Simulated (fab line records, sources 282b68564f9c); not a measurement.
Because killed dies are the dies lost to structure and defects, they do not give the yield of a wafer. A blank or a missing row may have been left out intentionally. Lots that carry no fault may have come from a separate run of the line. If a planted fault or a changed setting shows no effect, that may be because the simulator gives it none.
Split-lot experiment -- flow ritCmos -- 5 lots, 27 wafers read, on a route of 202 steps

== ON THE SPLIT ==
At RIT_SPACER_ETCHBACK_05 (etches Si3N4 in SF6/CHF3, stops on SiO2, target depth 250 nm, time 240 s), the setting timeS was moved away from the recipe's 240 s on 9 of the 27 wafers read, by -43.6% to -28.8%. All remaining wafers had this setting at the recipe value.

The reading comes from the split's own step.

== THE READING ==
oesProductAu, in a.u., at RIT_SPACER_ETCHBACK_05 (etches Si3N4 in SF6/CHF3, stops on SiO2, target depth 250 nm, time 240 s). Typical for fault-free wafers on this fab line: 0.847 a.u., with standard deviation 0.018 a.u.

wafer,"tool, chamber at the split","timeS as run, s",against the recipe,"oesProductAu, a.u.",against lot-mates on the recipe
L077.2,"rieDiel-03, 0",240,recipe,0.850,-
L077.3,"rieDiel-03, 1",240,recipe,0.842,-
L077.6,"rieDiel-03, 0",240,recipe,0.841,-
L078.1,"rieDiel-01, 1",240,recipe,0.860,-
L078.2,"rieDiel-01, 2",240,recipe,0.808,-
L078.3,"rieDiel-01, 2",169.8,-29.2%,0.990,+0.164
L078.4,"rieDiel-01, 1",169.8,-29.2%,1.025,+0.199
L078.5,"rieDiel-01, 2",240,recipe,0.811,-
L078.6,"rieDiel-01, 1",169.8,-29.2%,1.017,+0.191
L080.1,"rieDiel-02, 0",240,recipe,0.846,-
L080.2,"rieDiel-02, 2",240,recipe,0.870,-
L080.3,"rieDiel-02, 3",240,recipe,0.827,-
L080.4,"rieDiel-02, 1",240,recipe,0.848,-
L080.5,"rieDiel-02, 3",240,recipe,0.840,-
L080.6,"rieDiel-02, 2",240,recipe,0.879,-
L081.1,"rieDiel-02, 3",240,recipe,0.833,-
L081.2,"rieDiel-02, 1",240,recipe,0.868,-
L081.3,"rieDiel-02, 0",135.4,-43.6%,1.010,+0.162
L081.4,"rieDiel-02, 2",135.4,-43.6%,1.034,+0.186
L081.5,"rieDiel-02, 0",240,recipe,0.844,-
L081.6,"rieDiel-02, 1",135.4,-43.6%,1.018,+0.170
L084.1,"rieDiel-02, 0",170.8,-28.8%,0.993,+0.150
L084.2,"rieDiel-02, 1",240,recipe,0.856,-
L084.3,"rieDiel-02, 2",170.8,-28.8%,1.045,+0.202
L084.4,"rieDiel-02, 3",240,recipe,0.837,-
L084.5,"rieDiel-02, 3",240,recipe,0.836,-
L084.6,"rieDiel-02, 0",170.8,-28.8%,0.998,+0.155

THE FIT
A straight line over all 27 wafers: oesProductAu changes by -0.00477 a.u. for each +1% of timeS; r = -0.95; the points scatter about the line by 0.025 a.u.
The same after taking each lot's own level away (the mean of its wafers on the recipe; 27 wafers): -0.00486 a.u. for each +1%; r = -0.95; scatter 0.028 a.u.
That fit puts the effect of the largest move of timeS on the reading at 0.21 a.u.
From 0.8263 to 0.8517 a.u.: that is the span of the lots' own levels, equal to 1.4 times the standard deviation above.
The two slopes agree, so the slope changes little with the lot-to-lot level.
Check: +0.227 a.u. against its lot-mates is what the line predicts for one of the wafers moved furthest among these (-43.6%) when that wafer is left out of the fit. It came out at +0.162 a.u. against them.
Tool readings at the split's step, against how far the setting was moved: oesProductAu r = -0.95.

== OTHER SPLITS ON THESE WAFERS ==
Note: prior to the reading, these wafers also went through further splits. Each is held against what the fit with the lots' levels taken away leaves over:
other split on the same wafers,wafers away from the commonest value,r with oesProductAu (lot level and that fit taken away)
RIT_ACTIVE_DEVELOP_10 developTimeS,12,-0.25
RIT_FOX2_OXIDATION_00 oxTimeS,12,-0.46
RIT_NRETRO_DEVELOP_05 developTimeS,9,+0.05

== THE WHOLE CHAIN: every reading that the file lists as answering this split, in the file's order ==
step,what it does,reading,change (the file's fit),r (the file's)
RIT_SPACER_ETCHBACK_05,"etches Si3N4 in SF6/CHF3, stops on SiO2, target depth 250 nm, time 240 s",oesProductAu,-0.00496 a.u. for each +1% of the setting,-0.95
RIT_SPACER_ETCHBACK_05,"etches Si3N4 in SF6/CHF3, stops on SiO2, target depth 250 nm, time 240 s","etch.depthNm (the simulator's own value, which no gauge read)",+1.34 nm for each +1% of the setting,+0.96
RIT_SPACER_ETCHBACK_05,"etches Si3N4 in SF6/CHF3, stops on SiO2, target depth 250 nm, time 240 s","SiO2_of_FOX2_OXIDATION_00.thkNm (the simulator's own value, which no gauge read)",-0.419 nm for each +1% of the setting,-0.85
RIT_SPACER_ETCHBACK_05,"etches Si3N4 in SF6/CHF3, stops on SiO2, target depth 250 nm, time 240 s","poly-Si_of_GATE_CVD_08.thkNm (the simulator's own value, which no gauge read)",-0.674 nm for each +1% of the setting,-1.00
RIT_SDANNEAL_CLEAN_00,"cleans in SC1, time 600 s","Si3N4_of_SPACER_CVD_03.thkNm (the simulator's own value, which no gauge read)",-0.534 nm for each +1% of the setting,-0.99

== FILE'S OWN FIT ==
oesProductAu changes by -0.00496 a.u. for each +1% of timeS, r = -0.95.
